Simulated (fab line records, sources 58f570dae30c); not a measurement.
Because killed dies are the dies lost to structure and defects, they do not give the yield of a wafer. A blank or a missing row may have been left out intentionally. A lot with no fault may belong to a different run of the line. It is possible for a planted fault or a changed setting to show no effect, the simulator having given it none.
fab line records -- flow berkeleyCmos170
[record] lots = 11, wafers = 33, lastDay = 13
route steps=331 shown PWELL@39
lots untouched by any fault: they come from a run of this same line in which no faults occurred
startH: hours from the record's first day to the start of the lot's first wafer shown -- waitH: hours elapsed since this lot's preceding step -- " repeats the value in the row above -- L1.1+2: a single row standing in for several wafers -- - no value, or no start was given -- * or withheld: withheld -- < > ~ a bound
route shown NAME@n: names a module that has steps shown in the file, with the first one's number in the route -- usual: mean/standard deviation taken from wafers without a fault -- same: alike in all rows -- chamber/n: place in a boat -- sites: each site's reading -- _std_site: standard deviation across them -- _edge_site: inner sites' mean taken away from outer sites' mean -- radiusMm: how far each site lies from the wafer's centre -- mask NAME#n: copy n -- behind: the most recent tool/chamber to have shaped the wafer -- hold: why the lot was held/for how many hours/how that ended -- device: whichever transistor did not switch (one of n, p or np) -- end of line: the tests these same wafers got at the end of their route -- a step with no rows: only its recipe -- killed: dies lost to structure and defects at the first sort, not the wafer's yield -- map: shows each die of a wafer: x if killed, . if not, _ if none is there
set.NAME: setting as actually run; set.NAME@STEP: the setting as run at that earlier step -- model.NAME: the simulator's own value behind a step, which no gauge read
route steps across a sampled set of lots; one table per step, one row per wafer
services: from which hour (startH, from the record's first day; less than 0 if before it) a tool's chamber was out of use, for how many hours, and why
[[steps]]
[step UCB170_PWELL_CVD_05]
[recipe] material = Si3N4, targetThkNm = 220, tempC = 800, precursor = SiH2Cl2/NH3, timeS = 3300, pressureMtorr = 200, sih2cl2FlowSccm = 25, nh3FlowSccm = 75
[usual] sih2cl2FlowSccm = 25.00/0.072, zonePowerSourcePct = 24.3/2.9
lot.wafer,tool,chamber,startH,waitH,sih2cl2FlowSccm,zonePowerSourcePct
L666.1,lpcvd-02,1,54.89,0.0,25.00,24.1
L666.2,lpcvd-02,1,54.89,0.0,24.97,23.6
L666.5,lpcvd-02,1,54.89,0.0,25.02,24.1
L667.3,lpcvd-02,1,54.89,0.0,25.00,23.9
L667.5,lpcvd-02,1,54.89,0.0,24.98,23.9
L667.6,lpcvd-02,1,54.89,0.0,24.90,24.4
L668.2,lpcvd-02,1,65.60,0.0,25.01,23.6
L668.3,lpcvd-02,1,65.60,0.0,25.02,24.2
L668.6,lpcvd-02,1,65.60,0.0,24.98,23.9
L669.1,lpcvd-02,0,73.96,0.0,24.95,21.2
L669.2,lpcvd-02,0,73.96,0.0,25.04,21.2
L669.4,lpcvd-02,0,73.96,0.0,25.10,20.9
L673.2,lpcvd-01,0,82.89,0.0,25.10,28.4
L673.3,lpcvd-01,0,82.89,0.0,25.15,28.3
L673.5,lpcvd-01,0,82.89,0.0,25.18,28.6
L681.1,lpcvd-01,1,131.76,0.8,25.00,20.5
L681.4,lpcvd-01,1,131.76,0.8,24.98,20.6
L681.5,lpcvd-01,1,131.76,0.8,25.01,20.3
L682.3,lpcvd-01,1,131.76,0.8,24.97,20.1
L682.4,lpcvd-01,1,131.76,0.8,24.92,20.6
L682.5,lpcvd-01,1,131.76,0.8,25.04,20.2
L686.1,lpcvd-01,0,161.41,0.0,25.05,27.9
L686.2,lpcvd-01,0,161.41,0.0,25.10,27.7
L686.6,lpcvd-01,0,161.41,0.0,25.07,28.5
L687.3,lpcvd-01,0,161.41,0.0,25.10,28.3
L687.5,lpcvd-01,0,161.41,0.0,24.98,27.8
L687.6,lpcvd-01,0,161.41,0.0,25.12,28.5
L688.1,lpcvd-01,0,161.41,0.0,24.99,28.4
L688.4,lpcvd-01,0,161.41,0.0,24.82,28.1
L688.5,lpcvd-01,0,161.41,0.0,24.97,28.2
L689.1,lpcvd-02,1,170.70,1.1,24.92,23.9
L689.3,lpcvd-02,1,170.70,1.1,24.90,24.0
L689.4,lpcvd-02,1,170.70,1.1,24.95,24.1
[step UCB170_PWELL_THK_MEAS_06]
[recipe] reads = Si3N4_of_PWELL_CVD_05
[usual] PWELL_NITRIDE_THK = 221.1/2.1
lot.wafer,tool,chamber,startH,waitH,PWELL_NITRIDE_THK[nm]
L666.1,filmMetro-04,-,56.81,0.0,224.1
L666.2,filmMetro-04,-,56.81,0.0,222.2
L666.5,filmMetro-04,-,56.81,0.0,224.6
L667.3,filmMetro-03,-,56.83,0.0,219.8
L667.5,filmMetro-03,-,56.83,0.0,221.6
L667.6,filmMetro-03,-,56.83,0.0,220.9
L668.2,filmMetro-02,-,67.52,0.0,224.5
L668.3,filmMetro-02,-,67.52,0.0,223.8
L668.6,filmMetro-02,-,67.52,0.0,224.5
L669.1,filmMetro-04,-,75.87,0.0,184.7
L669.2,filmMetro-04,-,75.87,0.0,182.4
L669.4,filmMetro-04,-,75.87,0.0,184.8
L673.2,filmMetro-04,-,84.82,0.0,218.5
L673.3,filmMetro-04,-,84.82,0.0,219.0
L673.5,filmMetro-04,-,84.82,0.0,218.9
L681.1,filmMetro-03,-,134.63,0.0,221.1
L681.4,filmMetro-03,-,134.63,0.0,221.9
L681.5,filmMetro-03,-,134.63,0.0,222.7
L682.3,filmMetro-02,-,134.65,0.0,219.8
L682.4,filmMetro-02,-,134.65,0.0,218.5
L682.5,filmMetro-02,-,134.65,0.0,218.0
L686.1,filmMetro-03,-,163.33,0.0,222.2
L686.2,filmMetro-03,-,163.33,0.0,222.4
L686.6,filmMetro-03,-,163.33,0.0,220.5
L687.3,filmMetro-02,-,163.35,0.0,221.5
L687.5,filmMetro-02,-,163.35,0.0,219.0
L687.6,filmMetro-02,-,163.35,0.0,220.4
L688.1,filmMetro-04,-,163.37,0.0,217.7
L688.4,filmMetro-04,-,163.37,0.0,220.1
L688.5,filmMetro-04,-,163.37,0.0,218.6
L689.1,filmMetro-02,-,172.62,0.0,220.4
L689.3,filmMetro-02,-,172.62,0.0,220.4
L689.4,filmMetro-02,-,172.62,0.0,220.3
[step UCB170_PWELL_ETCH_14]
[recipe] chemistry = CH3F/Ar/O2, target = Si3N4, stopOn = SiO2, CH3F_flow_sccm = 20, Ar_flow_sccm = 50, O2_flow_sccm = 7, pressureMtorr = 50, rfW = 450, targetDepthA = 2420, overEtchFrac = 0.1, timeS = 151
[usual] drypumpMotorCurrentA = 5.83/0.3, oesProductAu = 0.944/0.01, throttleValvePct = 8.08/0.15
lot.wafer,tool,chamber,startH,waitH,drypumpMotorCurrentA,oesProductAu,rfHoursCounterH,throttleValvePct
L667.3,rieDiel-03,3,58.51,0.0,5.82,0.957,104,8.16
L667.5,rieDiel-03,1,58.51,0.0,5.73,0.943,-,8.11
L667.6,rieDiel-03,0,58.51,0.0,6.43,0.939,-,8.26
L666.1,rieDiel-04,1,58.66,0.0,5.73,0.953,23,8.04
L666.2,rieDiel-04,2,58.66,0.0,5.40,0.959,93,7.93
L666.5,rieDiel-04,2,58.66,0.0,5.43,0.966,-,7.91
L668.2,rieDiel-01,2,68.94,0.0,5.75,0.947,139,8.19
L668.3,rieDiel-01,0,68.94,0.0,6.05,0.949,106,8.06
L668.6,rieDiel-01,2,68.94,0.0,5.78,0.951,-,8.18
L669.1,rieDiel-04,0,77.79,0.0,5.91,0.835,20,7.82
L669.2,rieDiel-04,1,77.79,0.0,5.71,0.845,23,8.03
L669.4,rieDiel-04,2,77.79,0.0,5.39,0.869,94,7.90
L673.2,rieDiel-01,0,85.87,0.0,6.07,0.937,107,8.04
L673.3,rieDiel-01,2,85.87,0.0,5.75,0.942,140,8.20
L673.5,rieDiel-01,3,85.87,0.0,5.44,0.947,-,8.05
L682.3,rieDiel-03,3,136.86,0.0,5.83,0.948,108,8.17
L682.4,rieDiel-03,1,136.86,0.0,5.70,0.939,120,8.10
L682.5,rieDiel-03,3,136.86,0.0,5.83,0.938,-,8.18
L681.1,rieDiel-04,1,137.09,0.0,5.74,0.940,26,8.04
L681.4,rieDiel-04,2,137.09,0.0,5.38,0.969,96,7.93
L681.5,rieDiel-04,3,137.09,0.0,5.67,0.939,-,8.27
L686.1,rieDiel-04,1,164.49,0.0,5.72,0.951,27,8.04
L686.2,rieDiel-04,0,164.49,0.0,5.89,0.938,24,7.81
L686.6,rieDiel-04,3,164.49,0.0,5.66,0.939,-,8.25
L687.3,rieDiel-01,0,164.55,0.0,6.06,0.942,110,8.06
L687.5,rieDiel-01,2,164.55,0.0,5.78,0.935,-,8.18
L687.6,rieDiel-01,3,164.55,0.0,5.42,0.951,-,8.06
L688.1,rieDiel-03,3,164.82,0.0,5.87,0.936,109,8.16
L688.4,rieDiel-03,3,164.82,0.0,5.88,0.942,-,8.17
L688.5,rieDiel-03,0,164.82,0.0,6.40,0.937,-,8.24
L689.1,rieDiel-03,2,175.64,0.0,6.26,0.949,109,7.80
L689.3,rieDiel-03,3,175.64,0.0,5.85,0.948,109,8.16
L689.4,rieDiel-03,1,175.64,0.0,5.66,0.941,122,8.08
[[services]]
tool,chamber,startH,hours,kind
rieDiel-04,1,46.77,2.3,repair
rieDiel-01,0,53.01,11.6,repair
rieDiel-01,0,86.50,22.1,repair
rieDiel-04,-,100.18,1.3,repair
lpcvd-02,-,121.27,2.8,pm
rieDiel-03,1,153.53,7.9,repair
rieDiel-03,2,161.19,4.4,repair
[[key]]
[firstSign] step = UCB170_PWELL_THK_MEAS_06, reading = PWELL_NITRIDE_THK, direction = down, sigmas = 17, usual = 221.1, struck = 184.0
[effect] step = UCB170_PWELL_ETCH_14, reading = oesProductAu, direction = down, sigmas = 9, usual = 0.944, struck = 0.850
metAt UCB170_PWELL_CVD_05
struckLots L669
struckWafers L669.1,L669.2,L669.4
testerLeftOut L669
[fault] kind = processParameterDrift, tool = lpcvd-02, chamber = 0, onsetH = 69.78, steps = UCB170_PWELL_CVD_05, channel = targetThkNm, offset = -41.057, shape = step, endH = 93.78, actsIn = theseRecipesOnly, stated = 220
// testerLeftOut: of these lots the tester's yield and bins aren't shown, on N5 and GAA mostly nor the transistor test; their killed dies are dies lost to structure and defects alone, not to doping, threshold or leakage, so they don't give the yield
